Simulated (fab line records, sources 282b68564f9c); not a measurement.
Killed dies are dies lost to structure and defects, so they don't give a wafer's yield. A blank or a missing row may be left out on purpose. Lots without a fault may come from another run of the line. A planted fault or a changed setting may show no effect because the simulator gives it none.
Which tool did it? | flow rit_cmos | 14 lots, 42 wafers sampled, at 6 steps of a route of 202

WHAT THE GAUGES READ, wafer by wafer
RIT_NLDD_TW_MEAS_10.
lot  | measured    | on            | NLDD_TW
L839 | day 2 20:16 | film_metro-01 | 2495 2481 2500
L840 | day 3 00:42 | film_metro-04 | 2511 2521 2520
L841 | day 3 14:14 | film_metro-04 | 2499 2505 2519
L845 | day 4 08:41 | film_metro-01 | 2507 2498 2507
L847 | day 4 12:18 | film_metro-04 | 2488 2513 2505
L848 | day 4 20:36 | film_metro-01 | 2509 2508 2498
L850 | day 5 06:54 | film_metro-01 | 2520 2522 2508
L851 | day 5 11:50 | film_metro-04 | 2505 2507 2505
L852 | day 5 17:50 | film_metro-02 | 2535 2548 2522
L853 | day 5 21:35 | film_metro-02 | 2532 2532 2535
L855 | day 6 06:01 | film_metro-01 | 2519 2513 2525
L856 | day 6 08:37 | film_metro-01 | 2516 2516 2515
L860 | day 7 06:41 | film_metro-02 | 2524 2528 2530
L861 | day 7 13:01 | film_metro-02 | 2519 2521 2521

RIT_NSD_TW_MEAS_10.
lot  | measured    | on            | NSD_TW
L839 | day 3 01:46 | film_metro-01 | 3133 3145 3139
L840 | day 3 06:14 | film_metro-02 | 3155 3171 3184
L841 | day 3 19:34 | film_metro-02 | 3169 3161 3183
L845 | day 4 14:04 | film_metro-02 | 3166 3165 3166
L847 | day 4 17:47 | film_metro-02 | 3162 3173 3156
L848 | day 5 02:06 | film_metro-02 | 3181 3189 3165
L850 | day 5 12:22 | film_metro-01 | 3143 3151 3157
L851 | day 5 17:34 | film_metro-04 | 3136 3154 3151
L852 | day 5 23:17 | film_metro-01 | 3168 3154 3154
L853 | day 6 02:59 | film_metro-02 | 3147 3140 3130
L855 | day 6 12:46 | film_metro-01 | 3171 3176 3158
L856 | day 6 13:58 | film_metro-04 | 3153 3167 3169
L860 | day 7 12:16 | film_metro-04 | 2717 2714 2715
L861 | day 7 18:53 | film_metro-01 | 2757 2749 2765

RIT_SDANNEAL_RS_MEAS_05: measures by four-point-probe.
lot  | measured    | on            | NSD_RS (ohm/sq)
L839 | day 3 03:49 | film_metro-04 | 84.8 85.1 84.9
L840 | day 3 08:16 | film_metro-02 | 84.0 84.0 84.0
L841 | day 3 21:46 | film_metro-02 | 84.2 83.9 84.1
L845 | day 4 16:13 | film_metro-02 | 83.9 83.7 84.1
L847 | day 4 20:03 | film_metro-01 | 84.7 84.4 84.6
L848 | day 5 04:08 | film_metro-04 | 85.0 84.8 84.9
L850 | day 5 14:31 | film_metro-01 | 84.5 84.3 84.4
L851 | day 5 19:46 | film_metro-01 | 84.7 84.5 84.6
L852 | day 6 01:21 | film_metro-04 | 84.5 84.2 84.4
L853 | day 6 05:09 | film_metro-04 | 84.9 85.1 84.7
L855 | day 6 14:56 | film_metro-02 | 84.0 84.1 84.0
L856 | day 6 16:08 | film_metro-04 | 83.9 84.1 84.1
L860 | day 7 14:38 | film_metro-02 | 137.9 136.4 136.5
L861 | day 7 21:25 | film_metro-04 | 134.7 135.0 134.7

RIT_SDANNEAL_RS_MEAS_07: measures by four-point-probe.
lot  | measured    | on            | NLDD_RS (ohm/sq)
L839 | day 3 04:03 | film_metro-04 | 152.6 152.7 152.3
L840 | day 3 08:30 | film_metro-02 | 151.3 151.4 151.2
L841 | day 3 22:01 | film_metro-02 | 151.9 152.0 151.5
L845 | day 4 16:27 | film_metro-02 | 151.0 150.6 150.6
L847 | day 4 20:17 | film_metro-01 | 151.2 150.8 151.1
L848 | day 5 04:23 | film_metro-04 | 151.3 151.4 151.6
L850 | day 5 14:46 | film_metro-01 | 151.5 151.3 151.3
L851 | day 5 20:01 | film_metro-01 | 152.0 152.2 152.3
L852 | day 6 01:35 | film_metro-04 | 151.9 152.2 152.6
L853 | day 6 05:23 | film_metro-04 | 151.3 152.4 151.3
L855 | day 6 15:10 | film_metro-02 | 151.4 151.7 151.6
L856 | day 6 16:22 | film_metro-04 | 152.0 152.2 152.5
L860 | day 7 14:53 | film_metro-02 | 151.1 150.9 151.1
L861 | day 7 21:40 | film_metro-04 | 152.3 153.0 152.4

WHICH TOOL RAN EACH LOT (tool, then ch and the chambers of the sampled wafers, then the start)
lot  | RIT_GATE_STRIP_20                   | RIT_NSD_IMPLANT_08
L839 | plasma_asher-01 ch 0,1, day 2 13:41 | implanter-03 ch 0, day 3 01:28
L840 | plasma_asher-03 ch 0,1, day 2 19:53 | implanter-03 ch 0, day 3 05:55
L841 | plasma_asher-03 ch 0,1, day 3 09:07 | implanter-03 ch 0, day 3 19:17
L845 | plasma_asher-01 ch 0,1, day 4 03:49 | implanter-03 ch 0, day 4 13:44
L847 | plasma_asher-01 ch 0,1, day 4 06:55 | implanter-01 ch 0, day 4 17:28
L848 | plasma_asher-02 ch 0,1, day 4 15:33 | implanter-03 ch 0, day 5 01:46
L850 | plasma_asher-01 ch 0,1, day 4 23:33 | implanter-03 ch 0, day 5 12:05
L851 | plasma_asher-01 ch 0,1, day 5 06:37 | implanter-03 ch 0, day 5 17:15
L852 | plasma_asher-01 ch 0,1, day 5 12:01 | implanter-04 ch 0, day 5 22:58
L853 | plasma_asher-01 ch 0,1, day 5 14:52 | implanter-03 ch 0, day 6 02:40
L855 | plasma_asher-02 ch 0,1, day 6 01:19 | implanter-01 ch 0, day 6 12:27
L856 | plasma_asher-01 ch 0,1, day 6 02:59 | implanter-03 ch 0, day 6 13:40
L860 | plasma_asher-01 ch 0,1, day 7 00:34 | implanter-04 ch 0, day 7 11:56
L861 | plasma_asher-02 ch 0,1, day 7 07:40 | implanter-04 ch 0, day 7 18:34
- RIT_GATE_STRIP_20: strips in O2, time 180 s.
- RIT_NSD_IMPLANT_08

WHAT THE TOOLS THEMSELVES READ (means of the sampled wafers that have a number; where no wafer has one, the mark that the record gives instead)
RIT_GATE_STRIP_20.
lot  | tool            | chamber_pressure_mTorr (mTorr) | drypump_motor_current_A (A)
L839 | plasma_asher-01 | 4003                           | 5.7
L840 | plasma_asher-03 | 4000                           | 6.1
L841 | plasma_asher-03 | 4002                           | 6.0
L845 | plasma_asher-01 | 4003                           | 5.5
L847 | plasma_asher-01 | 4000                           | 5.5
L848 | plasma_asher-02 | 4002                           | 5.7
L850 | plasma_asher-01 | 3998                           | 5.7
L851 | plasma_asher-01 | 4002                           | 5.7
L852 | plasma_asher-01 | 3998                           | 5.5
L853 | plasma_asher-01 | 3997                           | 5.5
L855 | plasma_asher-02 | 3996                           | 5.7
L856 | plasma_asher-01 | 3998                           | 5.7
L860 | plasma_asher-01 | 4000                           | 5.5
L861 | plasma_asher-02 | 4004                           | 5.5

RIT_NSD_IMPLANT_08.
lot  | tool         | dose_ions_cm2 | end_station_pressure_torr (Torr) | faraday_current_uA
L839 | implanter-03 | 1.001e+15     | 7.8e-06                          | 3169
L840 | implanter-03 | 1.000e+15     | 7.5e-06                          | 3072
L841 | implanter-03 | 9.988e+14     | 7.7e-06                          | 3054
L845 | implanter-03 | 1.000e+15     | 7.8e-06                          | 3117
L847 | implanter-01 | 9.993e+14     | 7.7e-06                          | 3042
L848 | implanter-03 | 1.000e+15     | 7.7e-06                          | 3181
L850 | implanter-03 | 1.002e+15     | 7.6e-06                          | 3076
L851 | implanter-03 | 9.981e+14     | 7.8e-06                          | 3210
L852 | implanter-04 | 1.000e+15     | 7.7e-06                          | 3117
L853 | implanter-03 | 9.999e+14     | 7.4e-06                          | 3091
L855 | implanter-01 | 1.000e+15     | 7.4e-06                          | 3125
L856 | implanter-03 | 1.000e+15     | 7.6e-06                          | 3179
L860 | implanter-04 | 5.517e+14     | 6.4e-06                          | 1714
L861 | implanter-04 | 5.499e+14     | 6.4e-06                          | 1728

THE ANSWER, worked out from the rows above alone
Rule: what is usual is taken from the lots themselves. Put in order of their means at a reading, lots are off if they are a third of the lots or fewer, leave a main group of 4 or more, and stand apart from it by a gap of 3 or more times the standard deviation of the main group's means; of several such gaps the widest counts. A main group whose means are all the same, to the digits that the tables above print for the reading, isn't used. A lot without any number at a reading at which 4 lots or more have one is off too. The other lots that the step has rows for count as sound. The gauges are gone through in route order, then the tools' own readings, and for those a lot's mean is taken as printed above. The first step at which some lot is off is used, and at that step the reading that is off furthest; a lot without a number counts as furthest.
Off: L860, L861, at RIT_NSD_TW_MEAS_10 (NSD_TW). The main group: mean 3160, standard deviation 12.
A tool fits if, at a process step before that reading, it ran every lot that is off, and no sound lot after the first of them. The gauges at RIT_NSD_TW_MEAS_10 aren't tried: what is off there is off at RIT_NSD_IMPLANT_08 too, on other tools, and a gauge's error can't cause that. One fits: implanter-04 at RIT_NSD_IMPLANT_08. Its last sound lot is L852 (day 5 22:58), its first lot that is off L860 (day 7 11:56): a fault that began between those two fits.
The tool's own readings at RIT_NSD_IMPLANT_08 bear it out: on the lots that are off they differ by more than 5 times the standard deviation of the sound lots' means. dose_ions_cm2 reads 5.508e+14 there against 9.999e+14 on the sound lots; end_station_pressure_torr reads 6.4e-06 Torr there against 7.6e-06 Torr on the sound lots; faraday_current_uA reads 1721 there against 3119 on the sound lots.

WHAT THE SIMULATOR HAD PUT IN
Process parameter drift: implanter-04, from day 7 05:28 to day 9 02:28, at RIT_NSD_IMPLANT_08. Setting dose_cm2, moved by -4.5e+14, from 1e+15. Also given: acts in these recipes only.
Lots struck among those shown: L860, L861. The rule above found the same.
